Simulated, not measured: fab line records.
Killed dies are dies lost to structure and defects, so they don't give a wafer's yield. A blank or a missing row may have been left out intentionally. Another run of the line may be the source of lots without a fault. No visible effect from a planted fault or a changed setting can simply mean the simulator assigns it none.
Problem report, 8D (eight disciplines) form, completed by code	flow berkeley_cmos170	the parts of the form that need people (team, actions taken, sign-off) are left out

== 1. WHAT IS WRONG ==
run_length_s at UCB170_PWELL_WET_ETCH_20 reads a mean of 33.3 s on 6 wafers of 2 lots; wafers without a fault read 49.7 s with a standard deviation of 2. Relative to the usual mean, that is a shift of -8.2 standard deviations.
The step: etches SiO2 in BOE, time 22 s.
Seen first at day 5 06:17 on wet_bench-04, wafer L691.3. The record has a number at this step for 42 wafers belonging to 14 lots. By rule, "out" or "out of limits" means more than 4 standard deviations away from the usual mean. The rest of the wafers with a number are treated as sound.

== 2. WHAT IT IS; WHAT IT IS NOT ==
question	is	is not
which readings at this step	run_length_s	-
which lots	L691, L692	L682, L683, L684, L686, L689, L696, L697, L699, L700, L701, L702, L703
which wafers of those lots	all that have a number	-
read on which tools	wet_bench-04	wet_bench-02, wet_bench-03
when	from day 5 06:17	up to then (15 sound wafers); but 21 sound wafers of L696, L697, L699, L700, L701, L702, L703 came after

== 3. WHAT RULES OUT EACH SUSPECT ==
Counting: a tool at any process step up to the reading remains a suspect when it ran all the lots that are out and ran no sound lot after the first of those.
- wet_bench-04 at UCB170_PWELL_WET_ETCH_20 (etches SiO2 in BOE, time 22 s): kept. All lots that are out passed through it, beginning with L691 at day 5 06:17, and no sound lot followed; its final sound lot before that point was L683 at day 3 11:03. Its own run_length_s readings are out on those wafers.
The count leaves wet_bench-04 at UCB170_PWELL_WET_ETCH_20.

== 4. THE CAUSE (what the simulator had put in) ==
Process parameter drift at UCB170_PWELL_WET_ETCH_20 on wet_bench-04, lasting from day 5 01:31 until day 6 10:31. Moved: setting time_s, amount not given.
Counting left only this tool.

== 5. THE EFFECT CHAIN, in route order ==
Rows list readings where the struck wafers' mean (over those with a number) sits beyond 3 standard deviations from the usual. Only readings for which the record gives a usual standard deviation are gone through. hours: the time from each lot's start at the first step in this table that gives one to its start at this step, as a median over the lots. sigmas: the change in usual standard deviations.
hours	step	reading	usual	on struck wafers	change	sigmas
0	UCB170_PWELL_WET_ETCH_20	run_length_s	49.7 s	33.3	-16.4	-8.2
Process steps it contains:
- UCB170_PWELL_WET_ETCH_20: etches SiO2 in BOE, time 22 s.

== 6. HOW IT WOULD HAVE BEEN CAUGHT EARLIER ==
In this record the first reading out of limits was taken at day 5 06:17, 5 hours after the fault began at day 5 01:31.
